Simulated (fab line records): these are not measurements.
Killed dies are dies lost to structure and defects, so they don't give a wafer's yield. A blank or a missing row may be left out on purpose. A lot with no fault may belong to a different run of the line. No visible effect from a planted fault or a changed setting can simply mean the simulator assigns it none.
Commonality check across tools	flow berkeleyCmos170	15 lots and 45 wafers in the sample

== REASON IT WAS OPENED ==
At UCB170_PFIELD_TW_MEAS_09 the reading PFIELD_TW is flagged on 3 of 15 lots. Fault-free wafers read 602, with a standard deviation of 6.6.
Rule: a lot is flagged in two cases, either no wafer of it has a number, or all its wafers with numbers fall more than 4 standard deviations from that mean. The rest of the lots are taken to be sound.

lot	measured	on	PFIELD_TW, wafer by wafer	flag
L789	day 5 16:47	filmMetro-01	604 603 602	
L790	day 5 16:56	filmMetro-03	595 597 597	
L793	day 6 03:14	filmMetro-01	600 603 601	
L794	day 6 10:05	filmMetro-04	610 614 613	
L795	day 6 10:20	filmMetro-03	599 596 596	
L796	day 6 17:56	filmMetro-03	596 598 595	
L797	day 7 01:45	filmMetro-03	598 596 596	
L798	day 7 01:47	filmMetro-04	614 610 612	
L800	day 7 10:09	filmMetro-04	611 615 611	
L802	day 7 22:11	filmMetro-03	599 599 598	
L803	day 8 15:22	filmMetro-03	556 559 554	FLAGGED
L805	day 8 20:03	filmMetro-03	559 559 560	FLAGGED
L807	day 9 03:14	filmMetro-01	564 565 567	FLAGGED
L809	day 9 12:59	filmMetro-04	613 614 612	
L811	day 10 04:46	filmMetro-04	611 614 612	
Average over the flagged lots: 560; offset from the usual -42, equal to -6 standard deviations.

== TOOL THAT RAN EACH LOT ==
The record holds 1 process step before the reading, out of a route of 331 steps. Read each cell as the tool, then ch plus the chambers that the sampled wafers visited, then the start.
lot	flag	UCB170_PFIELD_IMPLANT_07
L789		implanter-02 ch 0, day 5 16:32
L790		implanter-03 ch 0, day 5 16:41
L793		implanter-03 ch 0, day 6 03:01
L794		implanter-03 ch 0, day 6 09:50
L795		implanter-01 ch 0, day 6 10:07
L796		implanter-03 ch 0, day 6 17:42
L797		implanter-01 ch 0, day 7 01:31
L798		implanter-03 ch 0, day 7 01:32
L800		implanter-03 ch 0, day 7 09:54
L802		implanter-01 ch 0, day 7 21:58
L803	FLAGGED	implanter-03 ch 0, day 8 15:07
L805	FLAGGED	implanter-03 ch 0, day 8 19:49
L807	FLAGGED	implanter-03 ch 0, day 9 02:59
L809		implanter-02 ch 0, day 9 12:45
L811		implanter-02 ch 0, day 10 04:31
What is done by these steps:
- UCB170_PFIELD_IMPLANT_07
- UCB170_PFIELD_TW_MEAS_09

== FLAGGED AGAINST TOTAL, ONE TOOL AT A TIME (gauges that did the reading follow at the end) ==
step	tool	lots run	flagged	share of the flagged lots	sound lots run after its first flagged lot
UCB170_PFIELD_IMPLANT_07	implanter-01	3	0	none	-
UCB170_PFIELD_IMPLANT_07	implanter-02	3	0	none	-
UCB170_PFIELD_IMPLANT_07	implanter-03	9	3	all	0
UCB170_PFIELD_TW_MEAS_09	filmMetro-01	3	1	some	0
UCB170_PFIELD_TW_MEAS_09	filmMetro-03	7	2	some	0
UCB170_PFIELD_TW_MEAS_09	filmMetro-04	5	0	none	-

== THE TABLE: WHAT IT ALLOWS ==
All flagged lots share 1 row of the table, namely implanter-03 at UCB170_PFIELD_IMPLANT_07.
- implanter-03 at UCB170_PFIELD_IMPLANT_07: 3 of its 9 lots flagged. Last sound lot L800 at day 7 09:54, first flagged lot L803 at day 8 15:07; a fault beginning in between fits. Its own readings (beamOnS, faradayCurrentUA) fall more than 4 standard deviations out on all wafers of the flagged lots.
One tool is left: implanter-03 at UCB170_PFIELD_IMPLANT_07.

== WHAT WAS PUT IN BY THE SIMULATOR ==
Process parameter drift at UCB170_PFIELD_IMPLANT_07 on implanter-03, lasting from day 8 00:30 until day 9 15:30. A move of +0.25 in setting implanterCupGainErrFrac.
Struck lots among those shown: L803, L805, L807. Same finding as the rule above.
